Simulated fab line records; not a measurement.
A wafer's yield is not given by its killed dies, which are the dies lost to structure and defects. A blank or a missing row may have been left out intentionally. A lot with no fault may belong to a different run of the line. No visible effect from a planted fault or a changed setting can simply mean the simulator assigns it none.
Split-lot experiment || flow ritCmos || on a route of 202 steps: 5 lots, 23 wafers read

== ABOUT THE SPLIT ==
At RIT_NLDD_IMPLANT_08, the setting doseCm2 was moved away from the recipe's 5e+14 on 10 of the 23 wafers read, by -2.3% to +6.8%. The other wafers ran this setting at the recipe's value.

== SPLIT TO READING: what lies between them in the file, 1 step ==
- RIT_NLDD_STRIP_09: strips in O2, time 180 s

== THE READING ==
NLDD_TW, at RIT_NLDD_TW_MEAS_10. On this fab line, fault-free wafers typically give 2489 with a standard deviation of 18.

{"wafer": "L077.1", "tool, chamber at the split": "implanter-01, 0", "doseCm2 as run": 5e+14, "against the recipe": "recipe", "NLDD_TW": 2469, "against lot-mates on the recipe": "-"}
{"wafer": "L077.2", "tool, chamber at the split": "implanter-01, 0", "doseCm2 as run": 5.236e+14, "against the recipe": "+4.7%", "NLDD_TW": 2508, "against lot-mates on the recipe": "+38"}
{"wafer": "L077.3", "tool, chamber at the split": "implanter-01, 0", "doseCm2 as run": 5.236e+14, "against the recipe": "+4.7%", "NLDD_TW": 2499, "against lot-mates on the recipe": "+29"}
{"wafer": "L077.4", "tool, chamber at the split": "implanter-01, 0", "doseCm2 as run": 5e+14, "against the recipe": "recipe", "NLDD_TW": 2471, "against lot-mates on the recipe": "-"}
{"wafer": "L077.6", "tool, chamber at the split": "implanter-01, 0", "doseCm2 as run": 5.236e+14, "against the recipe": "+4.7%", "NLDD_TW": 2500, "against lot-mates on the recipe": "+30"}
{"wafer": "L076.2", "tool, chamber at the split": "implanter-01, 0", "doseCm2 as run": 5e+14, "against the recipe": "recipe", "NLDD_TW": 2484, "against lot-mates on the recipe": "-"}
{"wafer": "L076.3", "tool, chamber at the split": "implanter-01, 0", "doseCm2 as run": 5e+14, "against the recipe": "recipe", "NLDD_TW": 2476, "against lot-mates on the recipe": "-"}
{"wafer": "L076.4", "tool, chamber at the split": "implanter-01, 0", "doseCm2 as run": 5e+14, "against the recipe": "recipe", "NLDD_TW": 2472, "against lot-mates on the recipe": "-"}
{"wafer": "L080.2", "tool, chamber at the split": "implanter-01, 0", "doseCm2 as run": 5e+14, "against the recipe": "recipe", "NLDD_TW": 2498, "against lot-mates on the recipe": "-"}
{"wafer": "L080.3", "tool, chamber at the split": "implanter-01, 0", "doseCm2 as run": 5.211e+14, "against the recipe": "+4.2%", "NLDD_TW": 2534, "against lot-mates on the recipe": "+32"}
{"wafer": "L080.4", "tool, chamber at the split": "implanter-01, 0", "doseCm2 as run": 5e+14, "against the recipe": "recipe", "NLDD_TW": 2505, "against lot-mates on the recipe": "-"}
{"wafer": "L080.5", "tool, chamber at the split": "implanter-01, 0", "doseCm2 as run": 5.211e+14, "against the recipe": "+4.2%", "NLDD_TW": 2538, "against lot-mates on the recipe": "+36"}
{"wafer": "L080.6", "tool, chamber at the split": "implanter-01, 0", "doseCm2 as run": 5.211e+14, "against the recipe": "+4.2%", "NLDD_TW": 2545, "against lot-mates on the recipe": "+44"}
{"wafer": "L082.1", "tool, chamber at the split": "implanter-03, 0", "doseCm2 as run": 5e+14, "against the recipe": "recipe", "NLDD_TW": 2504, "against lot-mates on the recipe": "-"}
{"wafer": "L082.2", "tool, chamber at the split": "implanter-03, 0", "doseCm2 as run": 4.886e+14, "against the recipe": "-2.3%", "NLDD_TW": 2487, "against lot-mates on the recipe": -14}
{"wafer": "L082.3", "tool, chamber at the split": "implanter-03, 0", "doseCm2 as run": 5e+14, "against the recipe": "recipe", "NLDD_TW": 2504, "against lot-mates on the recipe": "-"}
{"wafer": "L082.4", "tool, chamber at the split": "implanter-03, 0", "doseCm2 as run": 4.886e+14, "against the recipe": "-2.3%", "NLDD_TW": 2488, "against lot-mates on the recipe": -13}
{"wafer": "L082.5", "tool, chamber at the split": "implanter-03, 0", "doseCm2 as run": 5e+14, "against the recipe": "recipe", "NLDD_TW": 2496, "against lot-mates on the recipe": "-"}
{"wafer": "L085.1", "tool, chamber at the split": "implanter-01, 0", "doseCm2 as run": 5e+14, "against the recipe": "recipe", "NLDD_TW": 2475, "against lot-mates on the recipe": "-"}
{"wafer": "L085.2", "tool, chamber at the split": "implanter-01, 0", "doseCm2 as run": 5.339e+14, "against the recipe": "+6.8%", "NLDD_TW": 2512, "against lot-mates on the recipe": "+35"}
{"wafer": "L085.3", "tool, chamber at the split": "implanter-01, 0", "doseCm2 as run": 5e+14, "against the recipe": "recipe", "NLDD_TW": 2486, "against lot-mates on the recipe": "-"}
{"wafer": "L085.4", "tool, chamber at the split": "implanter-01, 0", "doseCm2 as run": 5.339e+14, "against the recipe": "+6.8%", "NLDD_TW": 2526, "against lot-mates on the recipe": "+49"}
{"wafer": "L085.6", "tool, chamber at the split": "implanter-01, 0", "doseCm2 as run": 5e+14, "against the recipe": "recipe", "NLDD_TW": 2471, "against lot-mates on the recipe": "-"}

THE FIT
A straight line over all 23 wafers: NLDD_TW changes by +5.53 for each +1% of doseCm2; r = +0.69; the points scatter about the line by 17.
The same after taking each lot's own level away (the mean of its wafers on the recipe; 23 wafers): +6.88 for each +1%; r = +0.96; scatter 5.9.
The reading moves by 47 for the largest change in doseCm2, on that fit.
The span of the lots' own levels, 2470.0 to 2501.5, comes to 1.8 times the standard deviation stated above.
So the lot-to-lot level blurs the effect unless lot-mates are compared.
Check: with one of the wafers moved furthest among these (+6.8%) left out of the fit, the line predicts +50.8 for it against its lot-mates. Against them it came out at +34.7.

== OTHER SPLITS ON THESE WAFERS ==
These wafers also went through other splits before the reading. Each is held against what the fit with the lots' levels taken away leaves over:
{"other split on the same wafers": "RIT_ACTIVE_ETCH_13 rfW", "wafers away from the commonest value": 6, "r with NLDD_TW (lot level and that fit taken away)": "+0.19"}
{"other split on the same wafers": "RIT_NWELL_HARDBAKE_07 tempC", "wafers away from the commonest value": 11, "r with NLDD_TW (lot level and that fit taken away)": "+0.13"}
{"other split on the same wafers": "RIT_NWELL_IMPLANT_08 doseCm2", "wafers away from the commonest value": 7, "r with NLDD_TW (lot level and that fit taken away)": "+0.43"}
{"other split on the same wafers": "RIT_PWELL_IMPLANT_08 doseCm2", "wafers away from the commonest value": 8, "r with NLDD_TW (lot level and that fit taken away)": -0.06}
{"other split on the same wafers": "RIT_NRETRO_SOFTBAKE_02 tempC", "wafers away from the commonest value": 6, "r with NLDD_TW (lot level and that fit taken away)": -0.27}
{"other split on the same wafers": "RIT_NRETRO_IMPLANT_08 doseCm2", "wafers away from the commonest value": 8, "r with NLDD_TW (lot level and that fit taken away)": -0.29}
{"other split on the same wafers": "RIT_GATE_OXIDATION_05 oxTimeS", "wafers away from the commonest value": 15, "r with NLDD_TW (lot level and that fit taken away)": -0.19}
{"other split on the same wafers": "RIT_GATE_EXPOSE_13 doseMj", "wafers away from the commonest value": 8, "r with NLDD_TW (lot level and that fit taken away)": -0.22}
{"other split on the same wafers": "RIT_GATE_STRIP_20 o2FlowSccm", "wafers away from the commonest value": 7, "r with NLDD_TW (lot level and that fit taken away)": -0.06}
{"other split on the same wafers": "RIT_NLDD_SOFTBAKE_02 tempC", "wafers away from the commonest value": 6, "r with NLDD_TW (lot level and that fit taken away)": "+0.06"}

== FILE'S OWN FIT ==
NLDD_TW changes by +6.86 for each +1% of doseCm2, r = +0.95.
